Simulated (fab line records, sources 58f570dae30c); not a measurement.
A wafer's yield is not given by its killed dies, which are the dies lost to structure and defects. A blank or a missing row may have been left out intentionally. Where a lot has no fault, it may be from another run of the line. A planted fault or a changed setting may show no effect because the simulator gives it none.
The same fault as seen by 2 desks | flow berkeley cmos170 | every desk sees just its own numbers, and what lay behind them comes last

METROLOGY DESK
Means of the sampled wafers that have a number, per lot and without regard to the tool the lot ran on: this is what the gauges read. Any lot whose mean is over 4 standard deviations away from the usual mean is out of limits and marked OUT; that distance is given in the brackets.
Columns: A = PSD_OVL at UCB170_PSD_OVL_MEAS_07, usual 0 nm; B = M2_OVL at UCB170_M2_OVL_MEAS_16, usual 2 nm
lot  | first seen here | A  | B
L146 | day 8 07:19     | 8  | 6
L144 | day 8 07:44     | -2 | -8
L154 | day 9 16:07     | 1  | -1
L155 | day 10 09:18    | 2  | -0
L156 | day 10 16:58    | -5 | -3
L159 | day 10 22:27    | 0  | 3
L157 | day 10 22:43    | 3  | 4
L158 | day 10 22:48    | -7 | 3
L161 | day 11 08:47    | -4 | 6
L160 | day 11 08:49    | 3  | 10
L162 | day 12 08:16    | -5 | 9
L163 | day 12 08:20    | -3 | 4
L164 | day 12 08:33    | -6 | 4
L165 | day 12 12:59    | -3 | -1
Result from this desk: across the 14 lots, nothing is out of limits.

DESK OF THE TOOL OWNER: litho track-02
The tool's own readings at UCB170_PVT_PEB_04, given as means over the sampled wafers that have a number, one for each lot that went through this tool. Any lot whose mean is over 4 standard deviations away from the usual mean is out of limits and marked OUT; that distance is given in the brackets.
Columns: A = chill plate temp C at UCB170_PVT_PEB_04, usual 23.00 C; B = exhaust pa at UCB170_PVT_PEB_04, usual 45.2 Pa
lot  | first seen here | A     | B
L158 | day 9 21:34     | 22.92 | 44.4
L161 | day 10 04:18    | 22.97 | 45.7
L165 | day 11 11:22    | 23.06 | 45.0
Result from this desk: across the 3 lots, nothing is out of limits.

BROUGHT TOGETHER
The metrology desk saw nothing out of limits.
The tool owner's desk saw nothing out of limits.

WHAT WAS PUT IN BY THE SIMULATOR
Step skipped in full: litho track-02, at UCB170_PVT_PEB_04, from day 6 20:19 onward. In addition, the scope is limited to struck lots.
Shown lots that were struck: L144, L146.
